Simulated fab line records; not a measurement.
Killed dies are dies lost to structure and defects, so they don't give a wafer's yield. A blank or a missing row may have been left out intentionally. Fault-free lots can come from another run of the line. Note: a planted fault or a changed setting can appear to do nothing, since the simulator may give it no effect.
Comparing a struck lot with a sound one / flow berkeley_cmos170 / 22 steps out of a route of 331
Sound: wafers L374.3, L374.4, L374.6. Wafers struck: L376.1, L376.2, L376.4. The cause is named last.
Order at every step that has rows: each side's tool, ch and its chambers, its first start. Under that, the readings that differ: sound wafers / struck wafers / difference of the means / sigmas: that difference in standard deviations of wafers without a fault.
alike: words and numbers the same on both sides, and readings whose means are apart by under 2 such deviations; not compared: readings that were withheld, readings missing a value for some wafer, numbers with overlapping values and no deviation given by the record, and bounds like >300 which may hide the same value.
A row with sigmas, a row that says differs or no value, or rows on one side alone: a step with any of these is where the two part. Numbers that have no deviation but don't overlap get no sigmas and don't part them. Lack of a reading on every wafer of one side parts them only where that side has two or more wafers.

first, 5 steps without rows for these wafers: UCB170_NWELL_WET_ETCH_18 (etches Si3N4 in H3PO4, time 14400 s); UCB170_NWELL_WET_ETCH_19 (etches SiO2 in BOE, time 22 s); UCB170_PWELL_CLEAN_00 (cleans in SPM, time 600 s); UCB170_PWELL_CLEAN_01 (cleans in dHF, time 60 s); UCB170_PWELL_OXIDATION_02 (target thk 26.4 nm, ox time 1260 s).
UCB170_PWELL_THK_MEAS_03:
  struck on film_metro-01, day 4 03:13; sound on film_metro-03, day 3 02:14
  alike: PWELL_OXIDE_THK
then, 2 steps without rows for these wafers: UCB170_PWELL_ANNEAL_04 (time 900 s); UCB170_PWELL_CVD_05 (deposits Si3N4 from SiH2Cl2/NH3, target thk 220 nm, time 3300 s).
UCB170_PWELL_THK_MEAS_06:
  struck on film_metro-03, day 4 11:01; sound on film_metro-01, day 3 16:22
  alike: PWELL_NITRIDE_THK
then, 3 steps without rows for these wafers: UCB170_PWELL_HMDS_07 (prime time 60 s); UCB170_PWELL_COAT_08 (resist thk 900 nm); UCB170_PWELL_SOFTBAKE_09 (time 60 s).
UCB170_PWELL_EXPOSE_10: exposes mask PWELL, target cd 3000 nm.
  sound on krf_scanner-02 ch 0, day 3 17:35; struck on krf_scanner-02 ch 0, day 4 11:54
reading=mask; sound=PWELL#0 PWELL#0 PWELL#0; struck=NWELL#0 NWELL#0 NWELL#0; difference=differs; sigmas=
then, 2 steps without rows for these wafers: UCB170_PWELL_PEB_11; UCB170_PWELL_DEVELOP_12 (develop time 45 s).
UCB170_PWELL_OVL_MEAS_13:
  struck on overlay-02, day 4 12:17; sound on overlay-02, day 3 18:02
reading=PWELL_OVL (nm); sound=5 0 1; struck=- - -; difference=no value on the struck wafers; sigmas=
UCB170_PWELL_ETCH_14: etches Si3N4 in CH3F/Ar/O2, stops on SiO2, target depth 242 nm, time 151 s.
  sound on rie_diel-03 ch 1,2,3, day 3 18:04; struck on rie_diel-03 ch 1,2,3, day 4 12:19
  alike: drypump_motor_current_A, oes_product_au, throttle_valve_pct
  not compared: rf_hours_counter_h
after that, 1 step had no rows for these wafers: UCB170_PWELL_IMPLANT_15.
UCB170_PWELL_STRIP_16: strips in O2.
  sound on plasma_asher-02 ch 0,1, day 3 18:20; struck on plasma_asher-02 ch 0,1, day 4 12:34
  alike: drypump_motor_current_A, oes_product_au, strip_time_to_endpoint_s
  not compared: rf_hours_counter_h
UCB170_PWELL_TW_MEAS_17:
  struck on film_metro-01, day 4 12:40; sound on film_metro-03, day 3 18:26
reading=PWELL_TW; sound=386 384 386; struck=30 30 30; difference=-355; sigmas=-99 or more
then, 1 step without rows for these wafers: UCB170_PWELL_CLEAN_18 (cleans in SPM, time 600 s).
-- the record jumps here: 6 days lie between the struck wafers' starts before and after (it left off in module PWELL and takes up again in module M3, whose first step shown is number 331 of the route) --
UCB170_M3_PROBE_99:
  the record has rows for the struck wafers here (prober-02, day 10 10:08) and none for the sound ones

## WHERE THEY PART
Last at UCB170_M3_PROBE_99 as far as this record goes, first at UCB170_PWELL_EXPOSE_10.

WHY: whatever the simulator had introduced
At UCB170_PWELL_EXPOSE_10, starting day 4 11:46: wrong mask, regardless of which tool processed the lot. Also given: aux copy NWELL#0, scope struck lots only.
